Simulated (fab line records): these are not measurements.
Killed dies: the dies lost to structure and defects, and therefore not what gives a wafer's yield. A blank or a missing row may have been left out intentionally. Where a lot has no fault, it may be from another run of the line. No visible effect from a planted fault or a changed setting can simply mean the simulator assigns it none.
fab line records -- flow ritCmos
record lots=7, wafers=21, lastDay=7
route steps=202 shown PLDD@116 SPACER@125
lots that met no fault: taken from a fault-free run of the same line
startH: start of the lot's first displayed wafer, in hours after the record's first day -- waitH: how many hours have passed since the lot's step before this one -- " the same as in the row above -- L1.1+2: one row covering several wafers at once -- - either no value or no given start -- * or withheld: withheld -- < > ~ a bound
route shown NAME@n: NAME is a module with steps in the file, n the number in the route of the first one -- usual: mean/standard deviation taken from wafers without a fault -- same: alike in all rows -- chamber/n: place in a boat -- sites: the reading at each site -- _std_site: the values' standard deviation -- _edge_site: inner sites' mean taken away from outer sites' mean -- radiusMm: how far each site lies from the wafer's centre -- mask NAME#n: copy n -- behind: the tool/chamber that last shaped the wafer -- hold: the reason the lot was held/the length of the hold in hours/how it ended -- device: the n, p or np transistor that did not switch -- end of line: the same wafers' tests at the end of the route -- a step without rows: its recipe alone -- killed: not the wafer's yield, but the dies lost to structure and defects at the first sort -- map: the dies of a wafer, with x for killed, . for not killed, _ for no die there
set.NAME: the setting that was run; set.NAME@STEP: the one run at that earlier step -- model.NAME: the simulator's own value behind a step, which no gauge read
a table for each step, a row for each wafer; lots at some steps of the route
services: a tool's chamber out of use, with start hour (startH, from the record's first day; less than 0 if before it), hours out, and reason
## steps
# step RIT_PLDD_SOFTBAKE_02
# recipe resist=NOVOLAK, tempC=90, timeS=60
# step RIT_PLDD_EXPOSE_03
# recipe maskId=M8, na=0.57, targetCdNm=40900, doseMj=250
# step RIT_PLDD_PEB_04
# recipe resist=NOVOLAK, tempC=withheld, timeS=withheld
# step RIT_PLDD_DEVELOP_05
# recipe resist=NOVOLAK, developTimeS=50, devTempC=23
# step RIT_PLDD_OVL_MEAS_06
# usual PLDD_OVL=0.2/1.3
lot.wafer,tool,chamber,startH,waitH,PLDD_OVL[nm]
L352.1,overlay-02,-,62.42,-,1.9
L352.3,overlay-02,-,62.42,-,-0.2
L352.6,overlay-02,-,62.42,-,2.0
L353.2,overlay-02,-,66.75,-,0.0
L353.4,overlay-02,-,66.75,-,3.1
L353.5,overlay-02,-,66.75,-,1.7
L358.1,overlay-01,-,90.45,-,-0.6
L358.2,overlay-01,-,90.45,-,-1.4
L358.3,overlay-01,-,90.45,-,-0.2
L359.1,overlay-02,-,97.98,-,1.0
L359.3,overlay-02,-,97.98,-,-0.1
L359.6,overlay-02,-,97.98,-,-0.4
L360.3,overlay-01,-,98.58,-,0.6
L360.4,overlay-01,-,98.58,-,2.1
L360.6,overlay-01,-,98.58,-,1.1
L361.2,overlay-02,-,103.53,-,-0.9
L361.4,overlay-02,-,103.53,-,0.0
L361.6,overlay-02,-,103.53,-,0.2
L370.1,overlay-01,-,150.18,-,1.0
L370.2,overlay-01,-,150.18,-,1.7
L370.4,overlay-01,-,150.18,-,2.8
# step RIT_PLDD_HARDBAKE_07
# recipe resist=NOVOLAK, tempC=140, timeS=60
# step RIT_PLDD_IMPLANT_08
# recipe species=BF2, energyKev=20, doseCm2=9e+14, tiltDeg=7.148
# step RIT_PLDD_STRIP_09
# recipe chemistry=O2, timeS=180, resist=NOVOLAK, platenTempC=withheld, powerW=500, pressureMtorr=4000, o2FlowSccm=4000
# usual drypumpMotorCurrentA=5.8/0.33
# same timeS=180
lot.wafer,tool,chamber,startH,waitH,drypumpMotorCurrentA,rfHoursCounterH
L352.1,plasmaAsher-02,1,62.76,0.1,5.3,26
L352.3,plasmaAsher-02,1,62.76,0.1,5.3,-
L352.6,plasmaAsher-02,1,62.76,0.1,5.3,-
L353.2,plasmaAsher-03,1,67.08,0.1,5.9,42
L353.4,plasmaAsher-03,0,67.08,0.1,6.1,-
L353.5,plasmaAsher-03,0,67.08,0.1,6.1,-
L358.1,plasmaAsher-01,0,90.79,0.1,5.4,42
L358.2,plasmaAsher-01,1,90.79,0.1,6.1,42
L358.3,plasmaAsher-01,1,90.79,0.1,6.1,-
L359.1,plasmaAsher-01,0,98.31,0.1,5.4,43
L359.3,plasmaAsher-01,0,98.31,0.1,5.4,-
L359.6,plasmaAsher-01,1,98.31,0.1,6.1,-
L360.3,plasmaAsher-03,1,98.96,0.1,6.0,-
L360.4,plasmaAsher-03,0,98.96,0.1,6.1,-
L360.6,plasmaAsher-03,1,98.96,0.1,6.0,-
L361.2,plasmaAsher-01,1,103.86,0.1,6.1,43
L361.4,plasmaAsher-01,0,103.86,0.1,5.4,-
L361.6,plasmaAsher-01,1,103.86,0.1,6.1,-
L370.1,plasmaAsher-03,0,150.52,0.1,6.1,52
L370.2,plasmaAsher-03,1,150.52,0.1,6.0,52
L370.4,plasmaAsher-03,1,150.52,0.1,6.0,-
# step RIT_PLDD_TW_MEAS_10
# usual PLDD_TW=2365/11
lot.wafer,tool,chamber,startH,waitH,PLDD_TW
L352.1,filmMetro-01,-,62.93,0.1,2356
L352.3,filmMetro-01,-,62.93,0.1,2350
L352.6,filmMetro-01,-,62.93,0.1,2364
L353.2,filmMetro-01,-,67.27,0.1,2356
L353.4,filmMetro-01,-,67.27,0.1,2360
L353.5,filmMetro-01,-,67.27,0.1,2347
L358.1,filmMetro-01,-,90.96,0.1,2378
L358.2,filmMetro-01,-,90.96,0.1,2376
L358.3,filmMetro-01,-,90.96,0.1,2385
L359.1,filmMetro-02,-,98.49,0.1,2379
L359.3,filmMetro-02,-,98.49,0.1,2369
L359.6,filmMetro-02,-,98.49,0.1,2358
L360.3,filmMetro-02,-,99.10,0.1,2367
L360.4,filmMetro-02,-,99.10,0.1,2383
L360.6,filmMetro-02,-,99.10,0.1,2368
L361.2,filmMetro-03,-,104.05,0.1,2352
L361.4,filmMetro-03,-,104.05,0.1,2359
L361.6,filmMetro-03,-,104.05,0.1,2356
L370.1,filmMetro-01,-,150.69,0.1,2358
L370.2,filmMetro-01,-,150.69,0.1,2364
L370.4,filmMetro-01,-,150.69,0.1,2367
# step RIT_SPACER_CLEAN_00
# recipe chemistry=SC1, mix=3:3:50, timeS=600, tempC=75
# step RIT_SPACER_CLEAN_01
# recipe chemistry=dHF, dilution=50:1, timeS=30
# step RIT_SPACER_CLEAN_02
# recipe chemistry=SC2, mix=3:3:50, timeS=600, tempC=75, dry=n2Spin
# step RIT_SPACER_CVD_03
# recipe material=Si3N4, targetThkNm=250, tempC=810, precursor=SiH2Cl2/NH3, timeS=3300, pressureMtorr=300, sih2cl2FlowSccm=60, nh3FlowSccm=150
# usual spikeTcCentreC=811.4/1.3, spikeTcLoadC=835.0/1.4, spikeTcSourceC=832.8/1.2, susceptorTempC=809.9/0.32
# same timeS=3300
lot.wafer,tool,chamber,startH,waitH,spikeTcCentreC,spikeTcLoadC,spikeTcSourceC,susceptorTempC,model.Si3N4_of_SPACER_CVD_03.thkNm
L352.1,lpcvd-02,1,63.36,0.0,812.9,835.6,834.6,809.6,253.2
L352.3,lpcvd-02,1,63.36,0.0,812.9,837.2,833.8,810.4,254.1
L352.6,lpcvd-02,1,63.36,0.0,814.7,835.7,834.0,810.1,257.2
L353.2,lpcvd-01,0,67.70,0.0,808.2,834.1,833.2,810.0,252.2
L353.4,lpcvd-01,0,67.70,0.0,811.6,832.3,831.6,810.0,252.2
L353.5,lpcvd-01,0,67.70,0.0,811.5,835.6,830.5,809.8,253.2
L358.1,lpcvd-01,1,91.40,0.0,856.2,879.5,879.0,854.5,421.2
L358.2,lpcvd-01,1,91.40,0.0,855.8,880.7,880.1,854.8,421.3
L358.3,lpcvd-01,1,91.40,0.0,856.9,883.0,876.9,854.8,423
L359.1,lpcvd-02,0,98.91,0.0,813.3,834.5,832.1,810.2,247.2
L359.3,lpcvd-02,0,98.91,0.0,810.5,837.8,832.0,809.9,249.5
L359.6,lpcvd-02,0,98.91,0.0,811.1,834.7,830.4,809.9,247.9
L360.3,lpcvd-01,1,100.23,0.7,855.4,881.0,880.2,854.8,419.9
L360.4,lpcvd-01,1,100.23,0.7,855.5,880.8,877.5,855.0,418.2
L360.6,lpcvd-01,1,100.23,0.7,856.5,881.1,878.4,854.9,420.5
L361.2,lpcvd-01,0,104.46,0.0,855.2,879.4,876.1,854.7,421.6
L361.4,lpcvd-01,0,104.46,0.0,855.7,878.9,876.7,854.9,423.4
L361.6,lpcvd-01,0,104.46,0.0,854.7,878.5,877.4,854.9,422.1
L370.1,lpcvd-02,1,151.14,0.0,813.8,836.3,834.7,809.6,250.1
L370.2,lpcvd-02,1,151.14,0.0,813.1,836.3,834.4,810.3,250.3
L370.4,lpcvd-02,1,151.14,0.0,813.9,838.0,834.7,809.2,249.6
# step RIT_SPACER_THK_MEAS_04
# recipe reads=Si3N4_of_SPACER_CVD_03
# usual SPACER_NITRIDE_THK=250.5/2.1
lot.wafer,tool,chamber,startH,waitH,SPACER_NITRIDE_THK[nm]
L352.1,filmMetro-04,-,65.28,0.0,253.2
L352.3,filmMetro-04,-,65.28,0.0,253.9
L352.6,filmMetro-04,-,65.28,0.0,257.1
L353.2,filmMetro-02,-,69.63,0.0,251.9
L353.4,filmMetro-02,-,69.63,0.0,252.2
L353.5,filmMetro-02,-,69.63,0.0,253.3
L358.1,filmMetro-02,-,93.32,0.0,421.3
L358.2,filmMetro-02,-,93.32,0.0,421.1
L358.3,filmMetro-02,-,93.32,0.0,422.8
L359.1,filmMetro-02,-,100.83,0.0,247.2
L359.3,filmMetro-02,-,100.83,0.0,249.5
L359.6,filmMetro-02,-,100.83,0.0,247.8
L360.3,filmMetro-04,-,102.17,0.0,419.9
L360.4,filmMetro-04,-,102.17,0.0,418.5
L360.6,filmMetro-04,-,102.17,0.0,420.3
L361.2,filmMetro-02,-,106.39,0.0,421.7
L361.4,filmMetro-02,-,106.39,0.0,423.4
L361.6,filmMetro-02,-,106.39,0.0,422.1
L370.1,filmMetro-01,-,153.05,0.0,250.4
L370.2,filmMetro-01,-,153.05,0.0,250.3
L370.4,filmMetro-01,-,153.05,0.0,249.6
# step RIT_SPACER_ETCHBACK_05
# recipe targetDepthA=2500, SF6_flow_sccm=30, CHF3_flow_sccm=30, target=Si3N4, chemistry=SF6/CHF3, pressureMtorr=40, rfW=250, timeS=240, stopOn=SiO2
# usual drypumpMotorCurrentA=5.8/0.5, oesProductAu=0.845/0.015, throttleValvePct=10.30/0.13
# same timeS=240
lot.wafer,tool,chamber,startH,waitH,drypumpMotorCurrentA,oesProductAu,rfHoursCounterH,throttleValvePct,model.Si3N4_of_SPACER_CVD_03.thkNm,model.etch.depthNm
L352.1,rieDiel-01,0,65.34,0.1,5.5,0.872,140,10.53,198.8,253.2
L352.3,rieDiel-01,2,65.34,0.1,6.7,0.837,29,10.19,200.7,254.1
L352.6,rieDiel-01,1,65.34,0.1,5.1,0.863,-,10.39,202.2,257.2
L353.2,rieDiel-03,3,69.68,0.0,5.7,0.838,149,10.24,197.7,252.2
L353.4,rieDiel-03,1,69.68,0.0,5.2,0.854,39,10.15,197.8,252.2
L353.5,rieDiel-03,1,69.68,0.0,5.2,0.850,-,10.14,198.3,253.2
L358.1,rieDiel-04,2,93.38,0.1,5.8,0.987,119,10.29,328.2,319.4
L358.2,rieDiel-04,1,93.38,0.1,6.1,0.980,101,10.47,331.2,309.2
L358.3,rieDiel-04,0,93.38,0.1,5.7,1.011,74,10.35,330.7,315.4
L359.1,rieDiel-04,3,100.89,0.1,6.3,0.857,59,10.24,193.4,247.2
L359.3,rieDiel-04,0,100.89,0.1,5.7,0.844,75,10.27,195.8,249.5
L359.6,rieDiel-04,0,100.89,0.1,5.7,0.848,-,10.27,194.1,247.9
L360.3,rieDiel-01,0,102.21,0.0,5.5,1.005,141,10.58,329.4,311.5
L360.4,rieDiel-01,3,102.21,0.0,5.8,1.016,22,10.45,328,311.8
L360.6,rieDiel-01,3,102.21,0.0,5.8,1.021,-,10.46,330.4,309.7
L361.2,rieDiel-03,3,106.44,0.0,5.7,0.980,149,10.29,331.5,308.8
L361.4,rieDiel-03,3,106.44,0.0,5.7,0.980,-,10.30,332.6,310
L361.6,rieDiel-03,1,106.44,0.0,5.2,0.991,-,10.19,331.8,309.2
L370.1,rieDiel-01,0,153.11,0.1,5.5,0.850,141,10.53,195.9,250.1
L370.2,rieDiel-01,2,153.11,0.1,6.7,0.835,31,10.18,197.5,250.3
L370.4,rieDiel-01,1,153.11,0.1,5.1,0.851,83,10.38,196,249.6
## services
tool,chamber,startH,hours,kind
rieDiel-01,1,38.91,4.2,repair
rieDiel-04,-,61.42,0.1,repair
plasmaAsher-01,-,74.94,15.6,pm
rieDiel-03,2,92.13,9.0,repair
rieDiel-03,0,102.71,4.3,repair
plasmaAsher-01,-,106.05,2.8,repair
rieDiel-04,-,107.91,2.8,pm
plasmaAsher-02,-,116.39,3.3,repair
rieDiel-03,3,151.06,-,clean
## key
firstSign step=RIT_SPACER_CVD_03, reading=susceptorTempC, direction=up, sigmas=99+, usual=*, struck=*
effect step=RIT_SPACER_CVD_03, reading=spikeTcSourceC, direction=up, sigmas=38, usual=832.8, struck=878.0
effect step=RIT_SPACER_THK_MEAS_04, reading=SPACER_NITRIDE_THK, direction=up, sigmas=82, usual=250.5, struck=421.2
effect step=RIT_SPACER_ETCHBACK_05, reading=oesProductAu, direction=up, sigmas=10, usual=0.845, struck=0.997
modelEffect step=RIT_SPACER_CVD_03, value=Si3N4_of_SPACER_CVD_03.thkNm, without=250.8, struck=421.2
modelEffect step=RIT_SPACER_ETCHBACK_05, value=Si3N4_of_SPACER_CVD_03.thkNm, without=196.8, struck=330.4
metAt RIT_SPACER_CVD_03
struckWafers L358.1,L358.2,L358.3,L360.3,L360.4,L360.6,L361.2,L361.4,L361.6
laterRowsLeftOut L358.1,L358.2,L358.3,L360.3,L360.4,L360.6,L361.2,L361.4,L361.6
sortLeftOut L358.1,L358.2,L358.3,L360.3,L360.4,L360.6,L361.2,L361.4,L361.6
testerLeftOut L358,L360,L361
onsetBetween 67.70 91.40
fault kind=processParameterDrift, tool=lpcvd-01, chamber=-, onsetH=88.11, steps=RIT_SPACER_CVD_03, channel=tempC, offset=*, shape=step, endH=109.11, actsIn=*, stated=*
# testerLeftOut: of these lots the tester's yield and bins aren't shown, on N5 and GAA mostly nor the transistor test; their killed dies are dies lost to structure and defects alone, not to doping, threshold or leakage, so they don't give the yield
# sortLeftOut: the simulated sort isn't trusted on such a fault, so these wafers' sort isn't shown, and their yield isn't known
# laterRowsLeftOut: the simulator's readings of these wafers behind a module that went badly wrong aren't trusted and aren't shown, but for the sort
